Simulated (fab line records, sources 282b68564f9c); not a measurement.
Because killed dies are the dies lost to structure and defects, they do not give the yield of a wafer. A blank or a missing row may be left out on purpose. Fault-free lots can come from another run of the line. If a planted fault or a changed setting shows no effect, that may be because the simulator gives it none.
Struck lot and sound lot, side by side + flow rit_cmos + 17 out of 202 route steps
Sound: these wafers, L735.1, L735.3, L735.4. The struck wafers were L748.1, L748.4, L748.6. At the end, the cause is stated.
Each step with rows lists, per side, the tool, then ch with its chambers, then its first start. Under that, the readings that differ: sound wafers + struck wafers + difference of the means + sigmas: that difference in standard deviations of wafers without a fault.
alike: words and numbers the same on both sides, and readings whose means are apart by under 2 such deviations; not compared: readings that were withheld, readings missing a value for some wafer, numbers with overlapping values and no deviation given by the record, and bounds like >300 which may hide the same value.
Wherever a step has rows on one side only, a row that says differs or no value, or a row with sigmas, the two part there. Numbers that don't overlap but have no deviation are shown without sigmas and don't part them. Lack of a reading on every wafer of one side parts them only where that side has two or more wafers.

RIT_PWELL_TW_MEAS_10:
  sound: film_metro-04 at day 2 01:52; struck: film_metro-01 at day 4 16:52
  alike: PWELL_TW
then, 1 step without rows for these wafers: RIT_WELLDRIVE_ANNEAL_00 (time 14700 s).
RIT_WELLDRIVE_RS_MEAS_01: measures by four-point-probe.
  sound: film_metro-01 at day 2 08:37; struck: film_metro-04 at day 4 23:23
  alike: NWELL_RS
RIT_WELLDRIVE_RS_MEAS_02: measures by four-point-probe.
  sound: film_metro-01 at day 2 08:44; struck: film_metro-04 at day 4 23:31
  alike: PWELL_RS
then, 6 steps without rows for these wafers: RIT_NRETRO_HMDS_00 (prime time 60 s); RIT_NRETRO_COAT_01 (resist thk 1300 nm); RIT_NRETRO_SOFTBAKE_02 (time 60 s); RIT_NRETRO_EXPOSE_03 (exposes mask M4, target cd 43900 nm); RIT_NRETRO_PEB_04; RIT_NRETRO_DEVELOP_05 (develop time 68 s).
RIT_NRETRO_OVL_MEAS_06:
  sound: overlay-02 at day 2 09:44; struck: overlay-01 at day 5 00:38
  alike: NRETRO_OVL
then, 1 step without rows for these wafers: RIT_NRETRO_HARDBAKE_07 (time 120 s).
RIT_NRETRO_IMPLANT_08:
  sound on implanter-01 ch 0, day 2 10:02; struck on implanter-04 ch 0, day 5 00:55
| reading                   | sound                | struck               | difference | sigmas      |
|---------------------------|----------------------|----------------------|------------|-------------|
| beam_energy_keV           | 69.990 69.978 69.997 | 79.078 79.087 79.099 | +9.100     | +99 or more |
| model.implant.rp_nm (nm)  | 83.5 83.5 83.5       | 98.15 98.15 98.15    | +14.65     |             |
| model.implant.drp_nm (nm) | 33.94 33.94 33.94    | 37.58 37.58 37.58    | +3.64      |             |
RIT_NRETRO_STRIP_09: strips in O2, time 180 s.
  sound on plasma_asher-03 ch 0,1, day 2 10:11; struck on plasma_asher-03 ch 0, day 5 01:04
  alike: drypump_motor_current_A
  not compared: rf_hours_counter_h
RIT_NRETRO_TW_MEAS_10:
  sound: film_metro-03 at day 2 10:21; struck: film_metro-01 at day 5 01:14
  alike: NRETRO_TW
then, 1 step without rows for these wafers: RIT_PRETRO_HMDS_00 (prime time 60 s).
RIT_M1_PROBE_99:
  only the struck wafers here have rows in the record (prober-02, day 6 17:54); the sound ones have none

## WHERE THEY PART
Earliest at RIT_NRETRO_IMPLANT_08; latest, in this record, at RIT_M1_PROBE_99.

WHY: what had been put in by the simulator
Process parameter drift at RIT_NRETRO_IMPLANT_08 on implanter-04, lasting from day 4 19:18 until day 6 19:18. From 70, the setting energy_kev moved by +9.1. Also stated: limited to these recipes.
